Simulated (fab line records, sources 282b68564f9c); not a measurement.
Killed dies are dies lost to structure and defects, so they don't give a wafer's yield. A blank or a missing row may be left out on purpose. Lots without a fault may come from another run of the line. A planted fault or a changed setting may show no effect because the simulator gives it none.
Problem report in the 8D (eight disciplines) form, filled by code | flow rit_cmos | the parts of the form that need people (team, actions taken, sign-off) are left out

1. THE PROBLEM
PRETRO_TW at RIT_PRETRO_TW_MEAS_10 reads a mean of 444 on 6 wafers of 2 lots; wafers without a fault read 477 with a standard deviation of 4.6. That is -7.2 standard deviations from the usual mean.
First seen on wafer L496.1, day 5 22:44, on film_metro-03. The record holds 42 wafers of 14 lots with a number at this step. Rule for "out", or "out of limits": more than 4 standard deviations from the usual mean. The other wafers with a number count as sound.

2. WHAT IT IS AND WHAT IT IS NOT
question                    | is                           | is not
which readings at this step | PRETRO_TW                    | -
which lots                  | L496, L498                   | L482, L483, L484, L485, L486, L487, L489, L492, L493, L502, L503, L504
which wafers of those lots  | all that have a number       | -
read on which gauges        | film_metro-02, film_metro-03 | film_metro-04
when                        | from day 5 22:44             | up to then (27 sound wafers); but 9 sound wafers of L502, L503, L504 came after

3. SUSPECTS, AND WHAT RULES EACH OUT
Counting: a tool at a process step up to the reading stays a suspect if it ran every lot that is out and no sound lot after the first of them.
- the gauge at RIT_PRETRO_TW_MEAS_10: ruled out. The wafers that are out were read on 2 gauges (film_metro-02, film_metro-03).
- implanter-03 at RIT_PRETRO_IMPLANT_08: kept. It ran every lot that is out, first L496 (day 5 22:25), and no sound lot after that; its last sound lot up to then is L492 (day 4 20:50). Its own readings are out on those wafers: dose_ions_cm2, faraday_current_uA.
Left after counting: implanter-03 at RIT_PRETRO_IMPLANT_08.

4. THE CAUSE (what the simulator had put in)
Process parameter drift: implanter-03, from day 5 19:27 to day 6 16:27, at RIT_PRETRO_IMPLANT_08. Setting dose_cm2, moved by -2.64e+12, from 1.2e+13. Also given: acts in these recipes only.
Counting left only this tool.

5. THE CHAIN OF EFFECTS, in route order
Each row: a reading whose mean over the struck wafers that have a number lies more than 3 standard deviations from the usual. Only readings for which the record gives a usual standard deviation are gone through. hours: the time from each lot's start at the first step in this table that gives one to its start at this step, as a median over the lots. sigmas: the change in usual standard deviations.
hours | step                  | reading            | usual   | on struck wafers | change   | sigmas
0     | RIT_PRETRO_IMPLANT_08 | dose_ions_cm2      | 1.2e+13 | 9.4e+12          | -2.6e+12 | -99 or more
0     | RIT_PRETRO_IMPLANT_08 | faraday_current_uA | 38.1    | 29.6             | -8.5     | -12
0     | RIT_PRETRO_TW_MEAS_10 | PRETRO_TW          | 477     | 444              | -33      | -7.2
The process steps in it:
- RIT_PRETRO_IMPLANT_08

6. WHAT WOULD HAVE CAUGHT IT SOONER
In this record the first reading out of limits at a measuring or inspecting step was taken at day 5 22:44, 3 hours after the fault began at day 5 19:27.
The tool's own readings at RIT_PRETRO_IMPLANT_08 were out on every struck wafer that the step has a row for (dose_ions_cm2, faraday_current_uA): an alarm limit on them would have fired on the first of those.
Of the lots that are out (2), L498 began RIT_PRETRO_IMPLANT_08 on implanter-03 after day 5 22:44. A hold on the tool at that time would have spared it.
